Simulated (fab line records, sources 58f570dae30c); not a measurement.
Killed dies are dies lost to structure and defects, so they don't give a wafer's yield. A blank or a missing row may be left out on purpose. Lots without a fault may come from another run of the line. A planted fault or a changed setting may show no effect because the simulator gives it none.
Which tool did it? | flow berkeley_cmos170 | 6 lots, 18 wafers sampled, at 1 step of a route of 331

WHAT THE GAUGES READ, wafer by wafer
UCB170_NWELL_THK_MEAS_05.
lot  | measured    | on            | NWELL_NITRIDE_THK (nm)
L825 | day 2 19:32 | film_metro-02 | 223.7 223.1 221.4
L829 | day 3 07:35 | film_metro-01 | 221.1 220.3 221.3
L831 | day 3 19:47 | film_metro-02 | 228.5 229.1 228.1
L835 | day 4 17:07 | film_metro-03 | 226.0 225.5 225.5
L842 | day 6 04:44 | film_metro-02 | 224.0 223.6 225.4
L846 | day 7 00:24 | film_metro-01 | 222.4 222.0 225.2

WHICH TOOL RAN EACH LOT (tool, then ch and the chambers of the sampled wafers, then the start)
The record holds no process step before these readings.

THE ANSWER, worked out from the rows above alone
Rule: what is usual is taken from the lots themselves. Put in order of their means at a reading, lots are off if they are a third of the lots or fewer, leave a main group of 4 or more, and stand apart from it by a gap of 3 or more times the standard deviation of the main group's means; of several such gaps the widest counts. A main group whose means are all the same, to the digits that the tables above print for the reading, isn't used. A lot without any number at a reading at which 4 lots or more have one is off too. The other lots that the step has rows for count as sound.
No lot is off at any reading shown: from this, nothing can be told.

WHAT THE SIMULATOR HAD PUT IN
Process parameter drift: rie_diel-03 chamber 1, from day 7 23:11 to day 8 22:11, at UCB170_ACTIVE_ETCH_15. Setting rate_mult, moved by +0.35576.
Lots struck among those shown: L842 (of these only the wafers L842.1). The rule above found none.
